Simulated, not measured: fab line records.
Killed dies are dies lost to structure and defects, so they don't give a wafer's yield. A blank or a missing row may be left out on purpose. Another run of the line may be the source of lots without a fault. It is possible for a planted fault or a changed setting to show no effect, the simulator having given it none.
2 desks, one fault + flow berkeley-cmos170 + each desk has only its own numbers; what lay behind them comes last

## AT THE METROLOGY DESK
What the gauges read for every lot (on any tool): the sampled wafers with a number, averaged. A lot is out of limits, marked OUT, if its mean lies more than 4 standard deviations from the usual mean; the brackets give that distance.
Columns: A = cd-nm at UCB170_ACTIVE_CD_MEAS_90, usual 1199.8 nm; B = SACOX_OXIDE_THK at UCB170_SACOX_THK_MEAS_02, usual 14.2 nm; C = SCREENOX_OXIDE_THK at UCB170_SCREENOX_THK_MEAS_02, usual 13.87 nm
| lot  | first seen here | A      | B    | C     |
|------|-----------------|--------|------|-------|
| L534 | day 4 18:37     | 1200.3 | 14.2 | 14.31 |
| L535 | day 4 18:44     | 1199.6 | 14.4 | 14.07 |
| L537 | day 5 08:57     | 1198.0 | 14.2 | 13.80 |
| L543 | day 6 13:14     | 1201.6 | 14.3 | 13.57 |
| L545 | day 6 21:19     | 1199.2 | 14.6 | 13.81 |
| L544 | day 6 21:53     | 1198.6 | 15.0 | 13.57 |
| L546 | day 7 03:32     | 1201.1 | 14.7 | 13.87 |
| L548 | day 7 16:18     | 1199.3 | 13.6 | 13.93 |
| L547 | day 7 16:32     | 1200.8 | 13.9 | 14.36 |
| L550 | day 8 09:40     | 1197.7 | 14.0 | 14.06 |
| L552 | day 8 10:20     | 1199.3 | 14.2 | 13.88 |
| L554 | day 9 03:55     | 1201.0 | 14.5 | 13.74 |
| L555 | day 9 11:20     | 1197.2 | 14.0 | 13.89 |
| L557 | day 9 21:17     | 1198.5 | 14.5 | 14.24 |
This desk's finding: nothing out of limits on any of the 14 lots.

## AT THE TOOL OWNER'S DESK: implanter-04
For each lot that ran on this tool, the mean over its sampled wafers that have a number, from the tool's own readings at UCB170_NWELL_IMPLANT_14. A lot is out of limits, marked OUT, if its mean lies more than 4 standard deviations from the usual mean; the brackets give that distance.
Columns: A = dose-ions-cm2 at UCB170_NWELL_IMPLANT_14, usual 9.997e+12
| lot  | first seen here | A                   |
|------|-----------------|---------------------|
| L543 | day 4 04:56     | 9.808e+12 (-17) OUT |
| L545 | day 4 16:31     | 9.794e+12 (-18) OUT |
Finding of this desk: L543, L545 out of limits; the first was L543 at day 4 04:56, on dose-ions-cm2 at UCB170_NWELL_IMPLANT_14. In limits: none.

## ALL TOGETHER
On L543, L545, at day 4 04:56, an alarm was possible from the tool owner's desk.
Metrology desk: nothing out of limits seen.
The metrology desk holds a record of L543, L545, inside its limits.
UCB170_NWELL_IMPLANT_14 was run on implanter-04 by each of the lots named.

## WHAT THE SIMULATOR PUT IN
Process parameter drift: implanter-04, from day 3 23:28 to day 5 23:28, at UCB170_NWELL_IMPLANT_14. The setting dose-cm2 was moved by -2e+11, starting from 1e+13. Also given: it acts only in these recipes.
Struck lots among those shown: L543, L545.
Hours from the fault's start to each desk's first reading out of limits: the tool owner's desk, 5.
